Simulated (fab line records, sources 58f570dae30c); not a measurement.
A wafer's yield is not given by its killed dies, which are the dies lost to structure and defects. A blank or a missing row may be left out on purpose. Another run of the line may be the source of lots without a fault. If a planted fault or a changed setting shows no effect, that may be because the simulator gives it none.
Problem report in the 8D (eight disciplines) form, filled by code + flow berkeleyCmos170 + the parts of the form that need people (team, actions taken, sign-off) are left out

== 1. WHAT WENT WRONG ==
Wafers without a fault read 1000 C, standard deviation 0.095; tubeCenterTempC at UCB170_FIELD_OXIDATION_01 reads a mean of 1008 C on 6 wafers belonging to 2 lots. That puts it +85 standard deviations away from the usual mean.
The step: target thk 558.3 nm, ox time 7200 s.
First observed at day 9 10:34: wafer L402.1, on furnace-01. The record holds 18 wafers of 6 lots with a number at this step. Rule for "out", or "out of limits": more than 4 standard deviations from the usual mean. Any other wafer with a number is counted as sound.

== 2. WHAT IT IS, AND WHAT IT ISN'T ==
| question                    | is                                                                    | is not                       |
|-----------------------------|-----------------------------------------------------------------------|------------------------------|
| which readings at this step | tubeCenterTempC, spikeTcCentreC, spikeTcLoadC, tube_center_temp_C_max | -                            |
| which lots                  | L402, L403                                                            | L386, L387, L393, L396       |
| which wafers of those lots  | all that have a number                                                | -                            |
| read on which tools         | furnace-01                                                            | furnace-04                   |
| when                        | from day 9 10:34                                                      | up to then (12 sound wafers) |

== 3. SUSPECTS, AND WHAT RULES EACH OUT ==
Counting: a tool at a process step up to the reading stays a suspect if it ran every lot that is out and no sound lot after the first of them.
- furnace-01 at UCB170_FIELD_OXIDATION_01 (target thk 558.3 nm, ox time 7200 s): kept. It processed each lot that is out, first L402 at day 9 10:34, and no sound lot thereafter; up to then, the last sound lot it processed was L393 at day 7 04:00. Its own readings are out on those wafers: spikeTcCentreC, spikeTcLoadC, tubeCenterTempC, tube_center_temp_C_max.
Remaining after the count: furnace-01 at UCB170_FIELD_OXIDATION_01.

== 4. THE CAUSE (what the simulator had put in) ==
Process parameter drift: furnace-01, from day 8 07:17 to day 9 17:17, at UCB170_FIELD_OXIDATION_01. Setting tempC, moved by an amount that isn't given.
After counting, this tool was the only one left.

== 5. THE EFFECT CHAIN, in route order ==
Rows list readings where the struck wafers' mean (over those with a number) sits beyond 3 standard deviations from the usual. Only readings whose record carries a usual standard deviation are examined. hours: median over the lots of the time between each lot's start at the first step of this table that gives one and its start at this step. sigmas: the change, counted in usual standard deviations.
| hours | step                      | reading                | usual    | on struck wafers | change | sigmas |
|-------|---------------------------|------------------------|----------|------------------|--------|--------|
| 0     | UCB170_FIELD_OXIDATION_01 | spikeTcCentreC         | 1001.8 C | 1009.0           | +7.2   | +6.0   |
| 0     | UCB170_FIELD_OXIDATION_01 | spikeTcLoadC           | 1023.7 C | 1031.8           | +8.0   | +5.0   |
| 0     | UCB170_FIELD_OXIDATION_01 | tubeCenterTempC        | 1000 C   | 1008             | +8     | +85    |
| 0     | UCB170_FIELD_OXIDATION_01 | tube_center_temp_C_max | 1002.6   | 1010.5           | +7.9   | +19    |
Its process steps:
- UCB170_FIELD_OXIDATION_01: target thk 558.3 nm, ox time 7200 s.
Later measuring or inspecting steps at which every struck wafer that the step has a row for has a number for every such reading, and none has moved that far: UCB170_FIELD_THK_MEAS_02, UCB170_FIELD_THK_MEAS_90, UCB170_SACOX_THK_MEAS_02, UCB170_SCREENOX_THK_MEAS_02, UCB170_NVT_OVL_MEAS_06, UCB170_NVT_TW_MEAS_09, UCB170_FIELD_THK_MEAS_91.

== 6. HOW IT WOULD HAVE BEEN CAUGHT EARLIER ==
In this record the first reading out of limits was taken at day 9 10:34, 27 hours after the fault began at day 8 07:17.
